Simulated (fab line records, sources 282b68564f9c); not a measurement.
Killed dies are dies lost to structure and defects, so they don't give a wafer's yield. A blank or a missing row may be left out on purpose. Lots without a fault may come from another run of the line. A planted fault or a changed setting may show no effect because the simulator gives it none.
Which tool did it? | flow rit_cmos | 7 lots, 21 wafers sampled, at 3 steps of a route of 202

WHAT THE GAUGES READ, wafer by wafer
RIT_CONTACT_CD_MEAS_90: target cd 1000 nm.
lot  | measured    | on        | cd_nm (nm)
L229 | day 4 03:01 | cd_sem-02 | 999.6 997.1 997.6
L232 | day 4 19:37 | cd_sem-01 | 998.2 997.3 997.8
L237 | day 5 12:29 | cd_sem-01 | - - -
L239 | day 5 20:46 | cd_sem-02 | - - -
L243 | day 6 14:11 | cd_sem-02 | 1003.4 1003.1 1005.7
L246 | day 7 03:58 | cd_sem-02 | 1003.2 1001.8 1005.2
L249 | day 7 23:54 | cd_sem-01 | 996.0 996.0 997.4

WHICH TOOL RAN EACH LOT (tool, then ch and the chambers of the sampled wafers, then the start)
lot  | RIT_SILICIDE_RTA_04             | RIT_CONTACT_ETCH_11
L229 | rtp_anneal-02 ch 0, day 4 00:52 | rie_diel-04 ch 0,2,3, day 4 02:38
L232 | rtp_anneal-01 ch 0, day 4 17:32 | rie_diel-04 ch 0,1,2, day 4 19:12
L237 | rtp_anneal-02 ch 0, day 5 10:14 | rie_diel-04 ch 0,1,2, day 5 12:07
L239 | rtp_anneal-02 ch 0, day 5 18:42 | rie_diel-03 ch 0,1,3, day 5 20:22
L243 | rtp_anneal-02 ch 0, day 6 12:08 | rie_diel-04 ch 0,1,3, day 6 13:48
L246 | rtp_anneal-01 ch 0, day 7 01:55 | rie_diel-04 ch 0,3, day 7 03:35
L249 | rtp_anneal-02 ch 0, day 7 21:57 | rie_diel-04 ch 2,3, day 7 23:28
- RIT_SILICIDE_RTA_04: time 10 s, ramp up 5 s, ramp down 5 s.
- RIT_CONTACT_ETCH_11: etches SiO2 in CHF3/CF4/Ar, stops on TiSi2, target depth 480 nm, time 320 s.

THE ANSWER, worked out from the rows above alone
Rule: what is usual is taken from the lots themselves. Put in order of their means at a reading, lots are off if they are a third of the lots or fewer, leave a main group of 4 or more, and stand apart from it by a gap of 3 or more times the standard deviation of the main group's means; of several such gaps the widest counts. A main group whose means are all the same, to the digits that the tables above print for the reading, isn't used. A lot without any number at a reading at which 4 lots or more have one is off too. The other lots that the step has rows for count as sound.
Off: L237, L239, at RIT_CONTACT_CD_MEAS_90 (cd_nm). Without a number there: L237, L239. The main group: mean 1000.0 nm, standard deviation 3.1.
A tool fits if, at a process step before that reading, it ran every lot that is off, and no sound lot after the first of them. The gauges at RIT_CONTACT_CD_MEAS_90 are tried like those tools. None of those tried fits.

WHAT THE SIMULATOR HAD PUT IN
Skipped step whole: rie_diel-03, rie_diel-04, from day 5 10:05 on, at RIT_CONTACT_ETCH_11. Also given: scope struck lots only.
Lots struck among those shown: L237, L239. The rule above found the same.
